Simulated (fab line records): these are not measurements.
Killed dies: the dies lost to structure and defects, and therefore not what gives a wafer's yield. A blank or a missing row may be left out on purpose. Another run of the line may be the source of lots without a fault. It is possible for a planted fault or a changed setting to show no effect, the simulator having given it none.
2 desks looking at one fault :: flow berkeley_cmos170 :: every desk sees just its own numbers, and what lay behind them comes last

AT THE METROLOGY DESK
What the gauges read, lot by lot, whatever tool the lot ran on: means of the sampled wafers that have a number. Marked OUT: a lot whose mean sits more than 4 standard deviations from the usual mean, which makes it out of limits; the brackets give that distance.
Columns: A = M1_AL_RS at UCB170_M1_RS_MEAS_01, usual 0.0486 ohm/sq; B = M1_AL_THK at UCB170_M1_THK_MEAS_02, usual 592 nm; C = cd_nm at UCB170_M1_CD_MEAS_09, usual 700.5 nm; D = M1_OVL at UCB170_M1_OVL_MEAS_10, usual 2 nm
lot: L987
first seen here: day 8 14:25
A: 0.0484
B: 595
C: 699.8
D: 2

lot: L989
first seen here: day 9 02:46
A: 0.0482
B: 594
C: 700.7
D: 7

lot: L102
first seen here: day 12 08:18
A: 0.0482
B: 602
C: 700.1
D: 0

lot: L101
first seen here: day 12 08:51
A: 0.0489
B: 594
C: 702.2
D: -1

lot: L107
first seen here: day 12 21:28
A: 0.0489
B: 586
C: 699.4
D: 0

lot: L108
first seen here: day 12 21:53
A: 0.0486
B: 590
C: 701.1
D: 4
This desk found nothing out of limits on any of the 6 lots.

THE TOOL OWNER'S DESK: rie_diel-04
The tool's own readings at UCB170_M1_ETCH_11 (etches BARC in N2/H2): means of the sampled wafers that have a number, for each lot that ran on this tool. Marked OUT: a lot whose mean sits more than 4 standard deviations from the usual mean, which makes it out of limits; the brackets give that distance.
Columns: A = drypump_motor_current_A at UCB170_M1_ETCH_11, usual 5.21 A; B = n2_flow_sccm at UCB170_M1_ETCH_11, usual 99.95 sccm; C = oes_product_au at UCB170_M1_ETCH_11, usual 0.998 a.u.; D = throttle_valve_pct at UCB170_M1_ETCH_11, usual 13.33 %
lot: L987
first seen here: day 8 15:56
A: 5.10
B: 99.95
C: 0.986
D: 13.47

lot: L102
first seen here: day 12 09:53
A: 5.20
B: 99.81
C: 1.284 (+19) OUT
D: 13.45

lot: L107
first seen here: day 13 00:23
A: 5.28
B: 100.14
C: 1.300 (+20) OUT
D: 13.44
This desk finds L102, L107 out of limits, L102 being first, at day 12 09:53 (oes_product_au at UCB170_M1_ETCH_11). L987: within limits.

PUT TOGETHER
The tool owner's desk could have raised an alarm at day 12 09:53, on L102, L107.
Metrology desk: nothing out of limits seen.
The metrology desk has L102, L107 on record, within its limits.
On rie_diel-04, each named lot ran UCB170_M1_ETCH_11.

WHAT HAD BEEN PUT IN BY THE SIMULATOR
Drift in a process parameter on rie_diel-04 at UCB170_M1_ETCH_11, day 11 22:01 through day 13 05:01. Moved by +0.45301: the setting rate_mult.
Struck lots among those shown: L102, L107.
Time in hours from fault onset to the first out-of-limits reading at each desk: the tool owner's desk, 12.
